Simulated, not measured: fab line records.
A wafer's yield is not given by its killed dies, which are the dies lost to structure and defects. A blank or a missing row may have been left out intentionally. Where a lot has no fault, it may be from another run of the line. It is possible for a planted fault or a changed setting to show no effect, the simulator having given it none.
Tool commonality check / flow rit_cmos / Lots sampled 14, wafers sampled 42

== THE REASON FOR OPENING IT ==
At RIT_GATE_OVL_MEAS_17 the reading GATE_OVL is flagged on 2 of 14 lots. No-fault wafers: 0.6 nm, standard deviation 1.4.
Rule: a lot is flagged in two cases, either no wafer of it has a number, or all its wafers with numbers fall more than 4 standard deviations from that mean. All remaining lots are regarded as sound.

lot=L532; measured=day 2 11:46; on=overlay-02; GATE_OVL (nm), wafer by wafer=1.6 1.9 -1.7; flag=
lot=L533; measured=day 2 18:08; on=overlay-02; GATE_OVL (nm), wafer by wafer=1.1 1.4 1.2; flag=
lot=L535; measured=day 3 04:49; on=overlay-01; GATE_OVL (nm), wafer by wafer=1.5 -0.3 0.9; flag=
lot=L536; measured=day 3 09:22; on=overlay-02; GATE_OVL (nm), wafer by wafer=-1.9 -0.3 -0.7; flag=
lot=L538; measured=day 3 18:06; on=overlay-02; GATE_OVL (nm), wafer by wafer=-0.6 0.0 -1.7; flag=
lot=L539; measured=day 3 23:55; on=overlay-02; GATE_OVL (nm), wafer by wafer=-0.2 -0.8 0.1; flag=
lot=L540; measured=day 4 05:25; on=overlay-02; GATE_OVL (nm), wafer by wafer=0.9 0.8 2.5; flag=
lot=L541; measured=day 4 09:42; on=overlay-02; GATE_OVL (nm), wafer by wafer=-147.3 -148.4 -147.0; flag=FLAGGED
lot=L548; measured=day 5 20:49; on=overlay-01; GATE_OVL (nm), wafer by wafer=-149.8 -149.9 -149.6; flag=FLAGGED
lot=L550; measured=day 6 06:54; on=overlay-01; GATE_OVL (nm), wafer by wafer=4.0 4.6 4.4; flag=
lot=L551; measured=day 6 11:30; on=overlay-01; GATE_OVL (nm), wafer by wafer=-0.9 -0.7 0.5; flag=
lot=L552; measured=day 6 16:35; on=overlay-02; GATE_OVL (nm), wafer by wafer=1.5 2.4 0.4; flag=
lot=L554; measured=day 7 02:45; on=overlay-01; GATE_OVL (nm), wafer by wafer=-0.6 -0.6 0.9; flag=
lot=L555; measured=day 7 06:55; on=overlay-01; GATE_OVL (nm), wafer by wafer=-1.6 0.0 2.9; flag=
Averaged over the flagged lots the numbers come to -148.7 nm, -149.3 nm from the usual (-99 or more standard deviations).

== WHICH TOOL EACH LOT WENT THROUGH ==
The record holds 1 process step before the reading, out of a route of 202 steps. In each cell: the tool, then ch and the chambers that the sampled wafers went through, then the start.
lot=L532; flag=; RIT_GATE_EXPOSE_13=iline_stepper-01 ch 0, day 2 11:14
lot=L533; flag=; RIT_GATE_EXPOSE_13=iline_stepper-02 ch 0, day 2 17:39
lot=L535; flag=; RIT_GATE_EXPOSE_13=iline_stepper-01 ch 0, day 3 04:19
lot=L536; flag=; RIT_GATE_EXPOSE_13=iline_stepper-01 ch 0, day 3 08:51
lot=L538; flag=; RIT_GATE_EXPOSE_13=iline_stepper-01 ch 0, day 3 17:35
lot=L539; flag=; RIT_GATE_EXPOSE_13=iline_stepper-01 ch 0, day 3 23:10
lot=L540; flag=; RIT_GATE_EXPOSE_13=iline_stepper-02 ch 0, day 4 04:55
lot=L541; flag=FLAGGED; RIT_GATE_EXPOSE_13=iline_stepper-01 ch 0, day 4 09:11
lot=L548; flag=FLAGGED; RIT_GATE_EXPOSE_13=iline_stepper-01 ch 0, day 5 20:19
lot=L550; flag=; RIT_GATE_EXPOSE_13=iline_stepper-02 ch 0, day 6 06:24
lot=L551; flag=; RIT_GATE_EXPOSE_13=iline_stepper-02 ch 0, day 6 10:59
lot=L552; flag=; RIT_GATE_EXPOSE_13=iline_stepper-02 ch 0, day 6 16:02
lot=L554; flag=; RIT_GATE_EXPOSE_13=iline_stepper-02 ch 0, day 7 02:14
lot=L555; flag=; RIT_GATE_EXPOSE_13=iline_stepper-02 ch 0, day 7 06:23
These steps, and what they do:
- RIT_GATE_EXPOSE_13: exposes mask M6, target cd 150 nm.
- RIT_GATE_OVL_MEAS_17

== FLAGGED OVER TOTAL, TOOL BY TOOL (the gauges that took the reading come last) ==
step=RIT_GATE_EXPOSE_13; tool=iline_stepper-01; lots run=7; flagged=2; share of the flagged lots=all; sound lots run after its first flagged lot=0
step=RIT_GATE_EXPOSE_13; tool=iline_stepper-02; lots run=7; flagged=0; share of the flagged lots=none; sound lots run after its first flagged lot=-
step=RIT_GATE_OVL_MEAS_17; tool=overlay-01; lots run=6; flagged=1; share of the flagged lots=some; sound lots run after its first flagged lot=4 (L550,L551,L554,L555)
step=RIT_GATE_OVL_MEAS_17; tool=overlay-02; lots run=8; flagged=1; share of the flagged lots=some; sound lots run after its first flagged lot=1 (L552)

== WHAT THE TABLE PERMITS ==
Rows of the table that ran each flagged lot: 1, that is iline_stepper-01 at RIT_GATE_EXPOSE_13.
- iline_stepper-01 at RIT_GATE_EXPOSE_13: 2 of its 7 lots flagged. A fault beginning between L539 (day 3 23:10), its last sound lot, and L541 (day 4 09:11), its first flagged one, fits the data.
Just one tool remains: iline_stepper-01 at RIT_GATE_EXPOSE_13.

== WHAT THE SIMULATOR PUT IN ==
Scanner matching overlay: iline_stepper-01, from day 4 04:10 on, at RIT_GATE_EXPOSE_13. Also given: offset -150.
Struck lots among those shown: L541, L548. The same result came from the rule above.
